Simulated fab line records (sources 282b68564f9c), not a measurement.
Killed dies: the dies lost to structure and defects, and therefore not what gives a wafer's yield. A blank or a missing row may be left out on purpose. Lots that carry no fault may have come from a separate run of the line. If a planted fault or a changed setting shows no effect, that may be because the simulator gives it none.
fab line records    flow rit_cmos
record lots=5  wafers=23
route steps=202 shown GATE@89 NLDD@104 PLDD@115 SPACER@128 NSD@139 SDANNEAL@156 PSD@157
start_h: the number of hours between the record's first day and the start of the first shown wafer of the lot    wait_h: hours since the lot's step before    " identical to the entry in the row above    L1.1+2: a row that stands for several wafers    - either no value or no given start    * or withheld: withheld    < > ~ a bound
route shown NAME@n: a module of which the file shows steps, and the number in the route of the first    usual: mean/standard deviation of fault-free wafers    same: alike in all rows    chamber/n: place in a boat    sites: each site's reading    _std_site: the standard deviation of these    _edge_site: the outer-site mean with the inner-site mean subtracted    radius_mm: for every site, how far away it sits from the centre of the wafer    mask NAME#n: copy n    behind: tool/chamber where the wafer was last shaped    hold: what put the lot on hold/how long, in hours/how the hold closed    device: names the non-switching transistor (n, p or np)    end of line: the same wafers' tests at the end of the route    a step given without rows: its recipe and nothing more    killed: at the first sort, the dies lost to defects and structure; wafer yield is something else    map: shows each die of a wafer: x if killed, . if not, _ if none is there
set.NAME: setting as actually run; set.NAME@STEP: the setting as run at that earlier step    model.NAME: the simulator's own value behind a step, which no gauge read
lots run with intentionally changed settings; tables by step, rows by wafer
## steps
# step RIT_GATE_EXPOSE_13
# recipe mask_id=M6  na=0.6  source_shape=conventional  sigma_outer=0.6  target_cd_nm=150  dose_mj=380
lot.wafer       tool              chamber  start_h  wait_h  mask  set.dose_mj
L074.2+4+6      iline_stepper-01  0        37.08    0.2     M6#0  380
L078.2+3+4+5+6  iline_stepper-01  0        56.01    0.2     M6#0  380
L079.1+5        iline_stepper-01  0        60.82    0.1     M6#0  355.9
L079.2+3+4      "                 0        "        "       M6#0  380
L080.1+2+6      iline_stepper-02  0        67.38    0.2     M6#0  380
L080.3+5        "                 0        "        "       M6#0  364.5
L081.2+3+4+5+6  iline_stepper-01  0        72.29    0.2     M6#0  380
# step RIT_GATE_PEB_14
# recipe resist=NOVOLAK  temp_c=withheld  time_s=withheld
# step RIT_GATE_DEVELOP_15
# recipe resist=NOVOLAK  develop_time_s=50  dev_temp_c=23
# step RIT_GATE_CD_MEAS_16
# recipe target_cd_nm=150
# usual cd_nm=149.6/2.7
lot.wafer  tool       chamber  start_h  wait_h  set.dose_mj@GATE_EXPOSE_13  cd_nm
L074.2     cd_sem-02  -        37.48    -       380                         145.9
L074.4     "          -        "        "       380                         147.2
L074.6     "          -        "        "       380                         146.2
L078.2     cd_sem-02  -        56.60    -       380                         149.4
L078.3     "          -        "        "       380                         149.0
L078.4     "          -        "        "       380                         150.0
L078.5     "          -        "        "       380                         150.6
L078.6     "          -        "        "       380                         149.0
L079.1     cd_sem-01  -        61.33    -       355.9                       182.0
L079.2     "          -        "        "       380                         151.9
L079.3     "          -        "        "       380                         152.5
L079.4     "          -        "        "       380                         150.3
L079.5     "          -        "        "       355.9                       184.7
L080.1     cd_sem-02  -        67.81    -       380                         151.7
L080.2     "          -        "        "       380                         152.4
L080.3     "          -        "        "       364.5                       172.5
L080.5     "          -        "        "       364.5                       171.7
L080.6     "          -        "        "       380                         152.0
L081.2     cd_sem-02  -        72.69    -       380                         152.2
L081.3     "          -        "        "       380                         151.7
L081.4     "          -        "        "       380                         152.1
L081.5     "          -        "        "       380                         152.1
L081.6     "          -        "        "       380                         152.4
# step RIT_GATE_HARDBAKE_18
# recipe resist=NOVOLAK  temp_c=140  time_s=60
# step RIT_GATE_ETCH_19
# recipe chemistry=SF6/CHF3/O2  time_s=165  SF6_flow_sccm=30  CHF3_flow_sccm=30  O2_flow_sccm=5  target=poly-Si  pressure_mtorr=40  rf_w=160  target_depth_a=3125  over_etch_frac=0.25  stop_on=SiO2
lot.wafer  tool       chamber  start_h  wait_h  set.pressure_mtorr@GATE_CVD_08  set.dose_mj@GATE_EXPOSE_13  model.GATE.cd_nm  model.etch.depth_nm  model.GATE.feature_depth_nm
L074.2     rie_si-01  1        37.77    0.1     300                             380                         145.8             250.2                250.2
L074.4     "          0        "        "       300                             380                         147.3             250.6                250.6
L074.6     "          0        "        "       300                             380                         145.9             249                  249
L078.2     rie_si-01  0        56.89    0.1     277.1                           380                         149.4             236.9                236.9
L078.3     "          3        "        "       277.1                           380                         148.9             -                    240
L078.4     "          1        "        "       277.1                           380                         150               -                    237.6
L078.5     "          1        "        "       277.1                           380                         150.8             -                    239.6
L078.6     "          2        "        "       277.1                           380                         149.2             237.8                237.8
L079.1     rie_si-02  2        61.64    0.1     337.2                           355.9                       181.9             266.4                266.4
L079.2     "          1        "        "       337.2                           380                         152               267.2                267.2
L079.3     "          3        "        "       337.2                           380                         152.3             268.1                268.1
L079.4     "          0        "        "       337.2                           380                         150.3             267.4                267.4
L079.5     "          2        "        "       337.2                           355.9                       184.7             265.3                265.3
L080.1     rie_si-01  3        68.11    0.1     286.2                           380                         151.9             -                    242
L080.2     "          0        "        "       286.2                           380                         152.7             -                    242.4
L080.3     "          1        "        "       286.2                           364.5                       172.6             -                    243.8
L080.5     "          3        "        "       286.2                           364.5                       171.5             242.6                242.6
L080.6     "          2        "        "       286.2                           380                         151.9             241.2                241.2
L081.2     rie_si-02  2        72.98    0.1     300                             380                         152.3             -                    250.8
L081.3     "          1        "        "       300                             380                         151.3             249.9                249.9
L081.4     "          0        "        "       300                             380                         152.3             -                    250.7
L081.5     "          2        "        "       300                             380                         152.1             -                    251.7
L081.6     "          3        "        "       300                             380                         152.5             251.1                251.1
# step RIT_GATE_STRIP_20
# recipe chemistry=O2  time_s=180  resist=NOVOLAK  platen_temp_c=withheld  power_w=500  pressure_mtorr=4000  o2_flow_sccm=4000
# step RIT_GATE_CD_MEAS_90
# recipe target_cd_nm=150
# usual cd_nm=149.6/2.7
lot.wafer  tool       chamber  start_h  wait_h  set.dose_mj@GATE_EXPOSE_13  cd_nm
L074.2     cd_sem-01  -        38.07    0.1     380                         145.8
L074.4     "          -        "        "       380                         147.4
L074.6     "          -        "        "       380                         146.1
L078.2     cd_sem-01  -        57.19    0.1     380                         149.4
L078.3     "          -        "        "       380                         148.8
L078.4     "          -        "        "       380                         150.0
L078.5     "          -        "        "       380                         151.0
L078.6     "          -        "        "       380                         149.4
L079.1     cd_sem-01  -        61.92    0.1     355.9                       181.8
L079.2     "          -        "        "       380                         152.1
L079.3     "          -        "        "       380                         152.6
L079.4     "          -        "        "       380                         150.4
L079.5     "          -        "        "       355.9                       184.8
L080.1     cd_sem-02  -        68.39    0.1     380                         152.1
L080.2     "          -        "        "       380                         152.5
L080.3     "          -        "        "       364.5                       172.4
L080.5     "          -        "        "       364.5                       171.4
L080.6     "          -        "        "       380                         151.8
L081.2     cd_sem-02  -        73.28    0.1     380                         152.5
L081.3     "          -        "        "       380                         151.1
L081.4     "          -        "        "       380                         152.1
L081.5     "          -        "        "       380                         152.4
L081.6     "          -        "        "       380                         152.2
# step RIT_NLDD_COAT_01
# recipe resist=NOVOLAK  spin_rpm=3250  resist_thk_nm=1000
lot.wafer  tool            chamber  start_h  wait_h  set.resist_thk_nm  model.NOVOLAK_of_NLDD_COAT_01.thk_nm
L074.2     litho_track-04  0        41.36    0.1     1000               1000
L074.4     "               0        "        "       1000               999.2
L074.6     "               0        "        "       1000               999.6
L078.2     litho_track-01  0        61.00    0.1     1055               1055
L078.3     "               0        "        "       1000               1002
L078.4     "               0        "        "       1000               1000
L078.5     "               0        "        "       1000               998.2
L078.6     "               0        "        "       1055               1054
L079.1     litho_track-04  0        65.40    0.1     1000               1002
L079.2     "               0        "        "       1045               1047
L079.3     "               0        "        "       1000               1005
L079.4     "               0        "        "       1045               1049
L079.5     "               0        "        "       1045               1048
L080.1     litho_track-01  0        71.67    0.1     1000               999.8
L080.2+3   "               0        "        "       1041               1043
L080.5     "               0        "        "       1000               1002
L080.6     "               0        "        "       1041               1040
L081.2     litho_track-02  0        76.53    0.1     1029               1030
L081.3     "               0        "        "       1029               1028
L081.4     "               0        "        "       1029               1032
L081.5     "               0        "        "       1000               997.5
L081.6     "               0        "        "       1000               999.5
# step RIT_NLDD_SOFTBAKE_02
# recipe resist=NOVOLAK  temp_c=90  time_s=60
# step RIT_NLDD_EXPOSE_03
# recipe mask_id=M7  na=0.57  target_cd_nm=40700  dose_mj=250
# step RIT_NLDD_DEVELOP_05
# recipe resist=NOVOLAK  develop_time_s=50  dev_temp_c=23
# step RIT_NLDD_HARDBAKE_07
# recipe resist=NOVOLAK  temp_c=140  time_s=60
lot.wafer  tool            chamber  start_h  wait_h  set.resist_thk_nm@NLDD_COAT_01  model.NOVOLAK_of_NLDD_COAT_01.thk_nm
L074.2     litho_track-01  0        42.50    0.0     1000                            884.2
L074.4     "               0        "        "       1000                            883.1
L074.6     "               0        "        "       1000                            883.5
L078.2     litho_track-01  0        61.73    0.0     1055                            931.8
L078.3     "               0        "        "       1000                            885.3
L078.4     "               0        "        "       1000                            883.8
L078.5     "               0        "        "       1000                            882.1
L078.6     "               0        "        "       1055                            931
L079.1     litho_track-01  0        66.14    0.0     1000                            885.1
L079.2     "               0        "        "       1045                            924.5
L079.3     "               0        "        "       1000                            888
L079.4     "               0        "        "       1045                            926.9
L079.5     "               0        "        "       1045                            925.5
L080.1     litho_track-04  0        72.41    0.0     1000                            883.5
L080.2     "               0        "        "       1041                            921
L080.3     "               0        "        "       1041                            921.1
L080.5     "               0        "        "       1000                            885.2
L080.6     "               0        "        "       1041                            918.9
L081.2     litho_track-01  0        77.27    0.0     1029                            909.8
L081.3     "               0        "        "       1029                            908.6
L081.4     "               0        "        "       1029                            911.5
L081.5     "               0        "        "       1000                            881.6
L081.6     "               0        "        "       1000                            883.3
# step RIT_NLDD_IMPLANT_08
# recipe species=P  energy_kev=20  dose_cm2=5e+14  tilt_deg=7
lot.wafer   tool          chamber  start_h  wait_h  set.dose_cm2
L074.2+4+6  implanter-01  0        42.65    0.1     5e+14
L078.2+4+5  implanter-03  0        61.88    0.1     5e+14
L078.3+6    "             0        "        "       4.804e+14
L079.1+4    implanter-01  0        66.29    0.1     4.647e+14
L079.2+3+5  "             0        "        "       5e+14
L080.1+3+5  implanter-03  0        72.56    0.1     5.306e+14
L080.2+6    "             0        "        "       5e+14
L081.2+3    implanter-02  0        77.42    0.1     5e+14
L081.4+5+6  "             0        "        "       5.178e+14
# step RIT_NLDD_STRIP_09
# recipe chemistry=O2  time_s=180  resist=NOVOLAK  platen_temp_c=withheld  power_w=500  pressure_mtorr=4000  o2_flow_sccm=4000
# step RIT_NLDD_TW_MEAS_10
# usual NLDD_TW=2512/19
lot.wafer  tool           chamber  start_h  wait_h  set.dose_cm2@NLDD_IMPLANT_08  NLDD_TW
L074.2     film_metro-02  -        42.96    0.1     5e+14                         2511
L074.4     "              -        "        "       5e+14                         2506
L074.6     "              -        "        "       5e+14                         2502
L078.2     film_metro-01  -        62.19    0.1     5e+14                         2510
L078.3     "              -        "        "       4.804e+14                     2474
L078.4     "              -        "        "       5e+14                         2495
L078.5     "              -        "        "       5e+14                         2515
L078.6     "              -        "        "       4.804e+14                     2489
L079.1     film_metro-01  -        66.61    0.1     4.647e+14                     2463
L079.2     "              -        "        "       5e+14                         2495
L079.3     "              -        "        "       5e+14                         2510
L079.4     "              -        "        "       4.647e+14                     2454
L079.5     "              -        "        "       5e+14                         2503
L080.1     film_metro-02  -        72.88    0.1     5.306e+14                     2545
L080.2     "              -        "        "       5e+14                         2515
L080.3     "              -        "        "       5.306e+14                     2541
L080.5     "              -        "        "       5.306e+14                     2521
L080.6     "              -        "        "       5e+14                         2499
L081.2     film_metro-04  -        77.73    0.1     5e+14                         2546
L081.3     "              -        "        "       5e+14                         2550
L081.4     "              -        "        "       5.178e+14                     2566
L081.5     "              -        "        "       5.178e+14                     2561
L081.6     "              -        "        "       5.178e+14                     2572
# step RIT_PLDD_COAT_01
# recipe resist=NOVOLAK  spin_rpm=3250  resist_thk_nm=1000
lot.wafer  tool            chamber  start_h  wait_h  set.spin_rpm  model.NOVOLAK_of_PLDD_COAT_01.thk_nm
L074.2     litho_track-01  0        43.19    0.1     3250          998.6
L074.4     "               0        "        "       3250          998.1
L074.6     "               0        "        "       3250          996.1
L078.2     litho_track-01  0        62.43    0.1     3156          1016
L078.3+6   "               0        "        "       3156          1014
L078.4     "               0        "        "       3250          998.4
L078.5     "               0        "        "       3250          1000
L079.1     litho_track-01  0        66.82    0.1     3250          997.7
L079.2     "               0        "        "       3250          995.9
L079.3     "               0        "        "       3250          994.6
L079.4     "               0        "        "       3250          998.2
L079.5     "               0        "        "       3250          998.5
L080.1     litho_track-02  0        73.15    0.1     3331          989.4
L080.2     "               0        "        "       3250          1004
L080.3     "               0        "        "       3331          988.2
L080.5     "               0        "        "       3250          1003
L080.6     "               0        "        "       3250          1005
L081.2     litho_track-03  0        77.95    0.1     3250          996.7
L081.3     "               0        "        "       3250          1000
L081.4     "               0        "        "       3250          999.4
L081.5     "               0        "        "       3250          995.1
L081.6     "               0        "        "       3250          998.9
# step RIT_PLDD_SOFTBAKE_02
# recipe resist=NOVOLAK  temp_c=90  time_s=60
# step RIT_PLDD_EXPOSE_03
# recipe mask_id=M8  na=0.57  target_cd_nm=40900  dose_mj=250
# step RIT_PLDD_DEVELOP_05
# recipe resist=NOVOLAK  develop_time_s=50  dev_temp_c=23
# step RIT_PLDD_HARDBAKE_07
# recipe resist=NOVOLAK  temp_c=140  time_s=60
lot.wafer  tool            chamber  start_h  wait_h  set.spin_rpm@PLDD_COAT_01  model.NOVOLAK_of_PLDD_COAT_01.thk_nm
L074.2     litho_track-03  0        43.92    0.0     3250                       882.6
L074.4     "               0        "        "       3250                       882.1
L074.6     "               0        "        "       3250                       880.4
L078.2     litho_track-02  0        63.29    0.0     3156                       897.5
L078.3+6   "               0        "        "       3156                       896.3
L078.4     "               0        "        "       3250                       882.3
L078.5     "               0        "        "       3250                       884
L079.1     litho_track-03  0        67.57    0.0     3250                       881.8
L079.2     "               0        "        "       3250                       880.2
L079.3     "               0        "        "       3250                       879.1
L079.4     "               0        "        "       3250                       882.1
L079.5     "               0        "        "       3250                       882.5
L080.1     litho_track-01  0        74.01    0.0     3331                       874.5
L080.2     "               0        "        "       3250                       887
L080.3     "               0        "        "       3331                       873.4
L080.5     "               0        "        "       3250                       886.2
L080.6     "               0        "        "       3250                       888.4
L081.2     litho_track-02  0        78.69    0.0     3250                       880.8
L081.3     "               0        "        "       3250                       884.2
L081.4     "               0        "        "       3250                       883.3
L081.5     "               0        "        "       3250                       879.5
L081.6     "               0        "        "       3250                       882.8
# step RIT_SPACER_CVD_03
# recipe material=Si3N4  target_thk_nm=250  temp_c=810  precursor=SiH2Cl2/NH3  time_s=3300  pressure_mtorr=300  sih2cl2_flow_sccm=60  nh3_flow_sccm=150
lot.wafer  tool      chamber  start_h  wait_h  set.pressure_mtorr  model.Si3N4_of_SPACER_CVD_03.thk_nm
L074.2     lpcvd-01  0        44.80    0.0     300                 248.6
L074.4     "         0        "        "       300                 249.8
L074.6     "         0        "        "       300                 251.6
L078.2     -         -        -        0.0     268.5               237.3
L078.3     "         -        "        "       268.5               238.1
L078.4     "         -        "        "       268.5               238
L078.5     "         -        "        "       268.5               234.8
L078.6     "         -        "        "       268.5               238.4
L079.1     -         -        -        0.0     300                 250.9
L079.2     "         -        "        "       300                 249.2
L079.3     "         -        "        "       300                 249.1
L079.4     "         -        "        "       300                 247.8
L079.5     "         -        "        "       300                 250
L080.1     -         -        -        0.0     339.5               256.4
L080.2     "         -        "        "       339.5               255.8
L080.3     "         -        "        "       339.5               259.2
L080.5     "         -        "        "       339.5               255.6
L080.6     "         -        "        "       339.5               256.7
L081.2     -         -        -        0.0     300                 247.5
L081.3     "         -        "        "       300                 246
L081.4     "         -        "        "       300                 247.3
L081.5     "         -        "        "       300                 247.9
L081.6     "         -        "        "       300                 248.2
# step RIT_SPACER_THK_MEAS_04
# recipe reads=Si3N4_of_SPACER_CVD_03
# usual SPACER_NITRIDE_THK=249.1/2.1
lot.wafer  tool           chamber  start_h  wait_h  set.pressure_mtorr@SPACER_CVD_03  SPACER_NITRIDE_THK[nm]
L074.2     film_metro-02  -        46.73    0.0     300                               248.5
L074.4     "              -        "        "       300                               249.8
L074.6     "              -        "        "       300                               251.6
L078.2     film_metro-03  -        -        -       268.5                             237.3
L078.3     "              -        "        "       268.5                             238.2
L078.4     "              -        "        "       268.5                             238.0
L078.5     "              -        "        "       268.5                             234.8
L078.6     "              -        "        "       268.5                             238.5
L079.1     film_metro-03  -        -        -       300                               251.0
L079.2     "              -        "        "       300                               249.2
L079.3     "              -        "        "       300                               249.0
L079.4     "              -        "        "       300                               247.8
L079.5     "              -        "        "       300                               250.1
L080.1     film_metro-04  -        -        -       339.5                             256.4
L080.2     "              -        "        "       339.5                             255.8
L080.3     "              -        "        "       339.5                             259.4
L080.5     "              -        "        "       339.5                             255.6
L080.6     "              -        "        "       339.5                             256.6
L081.2     film_metro-04  -        -        -       300                               247.5
L081.3     "              -        "        "       300                               245.9
L081.4     "              -        "        "       300                               247.4
L081.5     "              -        "        "       300                               247.9
L081.6     "              -        "        "       300                               248.1
# step RIT_NSD_IMPLANT_08
# recipe species=P  energy_kev=25  dose_cm2=1e+15  tilt_deg=7
lot.wafer       tool          chamber  start_h  wait_h  set.energy_kev  model.implant.rp_nm  model.implant.drp_nm
L074.2+4+6      implanter-01  0        47.99    0.1     25              32.81                14.84
L078.2+3+4      implanter-02  0        68.44    0.1     23.87           31.71                14.43
L078.5+6        "             0        "        "       25              32.72                14.84
L079.1+2+3+4+5  implanter-02  0        71.63    0.1     25              29.77                14.84
L080.1+6        implanter-04  0        78.24    0.1     24.46           30.81                14.64
L080.2+3+5      "             0        "        "       25              31.27                14.84
L081.2+4+6      implanter-01  0        83.90    0.1     25              32.39                14.84
L081.3+5        "             0        "        "       23.51           31.07                14.3
# step RIT_SDANNEAL_RTA_03
# recipe temp_c=1050  time_s=5  idle_temp_c=600  ramp_up_c_per_s=342  ramp_down_c_per_s=171  cool_to_c=600  ambient=N2
lot.wafer       tool           chamber  start_h  wait_h  set.time_s
L074.2+4+6      rtp_anneal-01  0        50.27    0.0     5
L078.2+4        rtp_anneal-01  0        70.75    0.0     5.428
L078.3+5+6      "              0        "        "       5
L079.1+4+5      rtp_anneal-02  0        73.81    0.0     4.368
L079.2+3        "              0        "        "       5
L080.1+5        rtp_anneal-01  0        80.64    0.0     5
L080.2+3+6      "              0        "        "       5.448
L081.2+3+4+5+6  rtp_anneal-02  0        86.20    0.0     5
# step RIT_SDANNEAL_RS_MEAS_04
# recipe thk_meas_gauge=four-point-probe
# usual PSD_RS=115.90/0.26
lot.wafer  tool           chamber  start_h  wait_h  set.time_s@SDANNEAL_RTA_03  PSD_RS[ohm/sq]
L074.2     film_metro-02  -        50.34    0.1     5                           115.92
L074.4     "              -        "        "       5                           115.80
L074.6     "              -        "        "       5                           115.87
L078.2     film_metro-02  -        70.82    0.1     5.428                       114.95
L078.3     "              -        "        "       5                           116.02
L078.4     "              -        "        "       5.428                       115.52
L078.5     "              -        "        "       5                           116.03
L078.6     "              -        "        "       5                           116.35
L079.1     film_metro-01  -        73.86    0.0     4.368                       117.93
L079.2     "              -        "        "       5                           115.86
L079.3     "              -        "        "       5                           115.85
L079.4     "              -        "        "       4.368                       117.61
L079.5     "              -        "        "       4.368                       117.71
L080.1     film_metro-01  -        80.70    0.0     5                           115.62
L080.2     "              -        "        "       5.448                       114.37
L080.3     "              -        "        "       5.448                       114.45
L080.5     "              -        "        "       5                           115.95
L080.6     "              -        "        "       5.448                       114.55
L081.2     film_metro-02  -        86.27    0.1     5                           115.61
L081.3     "              -        "        "       5                           115.50
L081.4     "              -        "        "       5                           115.66
L081.5     "              -        "        "       5                           115.31
L081.6     "              -        "        "       5                           115.63
# step RIT_SDANNEAL_RS_MEAS_06
# recipe thk_meas_gauge=four-point-probe
# usual PLDD_RS=178.5/0.44
lot.wafer  tool           chamber  start_h  wait_h  set.time_s@SDANNEAL_RTA_03  PLDD_RS[ohm/sq]
L074.2     film_metro-02  -        50.58    0.1     5                           179.0
L074.4     "              -        "        "       5                           178.3
L074.6     "              -        "        "       5                           178.7
L078.2     film_metro-02  -        71.06    0.1     5.428                       177.4
L078.3     "              -        "        "       5                           178.6
L078.4     "              -        "        "       5.428                       177.2
L078.5     "              -        "        "       5                           178.5
L078.6     "              -        "        "       5                           178.6
L079.1     film_metro-01  -        74.10    0.1     4.368                       180.2
L079.2     "              -        "        "       5                           178.9
L079.3     "              -        "        "       5                           178.5
L079.4     "              -        "        "       4.368                       180.6
L079.5     "              -        "        "       4.368                       180.7
L080.1     film_metro-01  -        80.94    0.1     5                           177.5
L080.2     "              -        "        "       5.448                       176.1
L080.3     "              -        "        "       5.448                       176.5
L080.5     "              -        "        "       5                           177.8
L080.6     "              -        "        "       5.448                       176.6
L081.2     film_metro-02  -        86.51    0.1     5                           178.0
L081.3     "              -        "        "       5                           178.3
L081.4     "              -        "        "       5                           177.9
L081.5     "              -        "        "       5                           178.0
L081.6     "              -        "        "       5                           177.9
# step RIT_SDANNEAL_RS_MEAS_07
# recipe thk_meas_gauge=four-point-probe
# usual NLDD_RS=151.6/0.57
lot.wafer  tool           chamber  start_h  wait_h  set.dose_cm2@NLDD_IMPLANT_08  NLDD_RS[ohm/sq]
L074.2     film_metro-02  -        50.70    0.1     5e+14                         151.3
L074.4     "              -        "        "       5e+14                         150.9
L074.6     "              -        "        "       5e+14                         151.3
L078.2     film_metro-02  -        71.18    0.1     5e+14                         150.5
L078.3     "              -        "        "       4.804e+14                     155.8
L078.4     "              -        "        "       5e+14                         150.9
L078.5     "              -        "        "       5e+14                         150.5
L078.6     "              -        "        "       4.804e+14                     155.8
L079.1     film_metro-01  -        74.22    0.1     4.647e+14                     160.8
L079.2     "              -        "        "       5e+14                         151.6
L079.3     "              -        "        "       5e+14                         151.8
L079.4     "              -        "        "       4.647e+14                     160.8
L079.5     "              -        "        "       5e+14                         151.4
L080.1     film_metro-01  -        81.06    0.1     5.306e+14                     144.4
L080.2     "              -        "        "       5e+14                         151.6
L080.3     "              -        "        "       5.306e+14                     144.2
L080.5     "              -        "        "       5.306e+14                     144.0
L080.6     "              -        "        "       5e+14                         151.5
L081.2     film_metro-02  -        86.63    0.1     5e+14                         151.7
L081.3     "              -        "        "       5e+14                         151.8
L081.4     "              -        "        "       5.178e+14                     147.4
L081.5     "              -        "        "       5.178e+14                     147.4
L081.6     "              -        "        "       5.178e+14                     147.6
## key
split step=RIT_GATE_EXPOSE_13  setting=dose_mj  stated=380  by=wafer
response step=RIT_GATE_CD_MEAS_16  reading=cd_nm  change=-4.98  per=1%  r=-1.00
response step=RIT_GATE_ETCH_19  reading=model.GATE.cd_nm  change=-4.97  per=1%  r=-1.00
response step=RIT_GATE_CD_MEAS_90  reading=cd_nm  change=-4.94  per=1%  r=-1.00
split step=RIT_NLDD_COAT_01  setting=resist_thk_nm  stated=1000  by=wafer
response step=RIT_NLDD_COAT_01  reading=model.NOVOLAK_of_NLDD_COAT_01.thk_nm  change=+10  per=1%  r=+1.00
response step=RIT_NLDD_HARDBAKE_07  reading=model.NOVOLAK_of_NLDD_COAT_01.thk_nm  change=+8.78  per=1%  r=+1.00
split step=RIT_NLDD_IMPLANT_08  setting=dose_cm2  stated=5e+14  by=wafer
response step=RIT_NLDD_TW_MEAS_10  reading=NLDD_TW  change=+5.68  per=1%  r=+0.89
response step=RIT_SDANNEAL_RS_MEAS_07  reading=NLDD_RS  change=-1.26  per=1%  r=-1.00
split step=RIT_PLDD_COAT_01  setting=spin_rpm  stated=3250  by=wafer
response step=RIT_PLDD_COAT_01  reading=model.NOVOLAK_of_PLDD_COAT_01.thk_nm  change=-5.65  per=1%  r=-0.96
response step=RIT_PLDD_HARDBAKE_07  reading=model.NOVOLAK_of_PLDD_COAT_01.thk_nm  change=-4.95  per=1%  r=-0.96
split step=RIT_SPACER_CVD_03  setting=pressure_mtorr  stated=300  by=lot
response step=RIT_SPACER_CVD_03  reading=model.Si3N4_of_SPACER_CVD_03.thk_nm  change=+0.805  per=1%  r=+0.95
response step=RIT_SPACER_THK_MEAS_04  reading=SPACER_NITRIDE_THK  change=+0.804  per=1%  r=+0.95
split step=RIT_NSD_IMPLANT_08  setting=energy_kev  stated=25  by=wafer
response step=RIT_NSD_IMPLANT_08  reading=model.implant.rp_nm  change=+0.221  per=1%  r=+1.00
response step=RIT_NSD_IMPLANT_08  reading=model.implant.drp_nm  change=+0.0904  per=1%  r=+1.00
split step=RIT_SDANNEAL_RTA_03  setting=time_s  stated=5  by=wafer
response step=RIT_SDANNEAL_RS_MEAS_04  reading=PSD_RS  change=-0.139  per=1%  r=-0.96
response step=RIT_SDANNEAL_RS_MEAS_06  reading=PLDD_RS  change=-0.144  per=1%  r=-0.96
split outside_this_file step=RIT_GATE_CVD_08 setting=pressure_mtorr
# split outside_this_file: this setting was split too, and the file shows its column; the key of that split is in another file
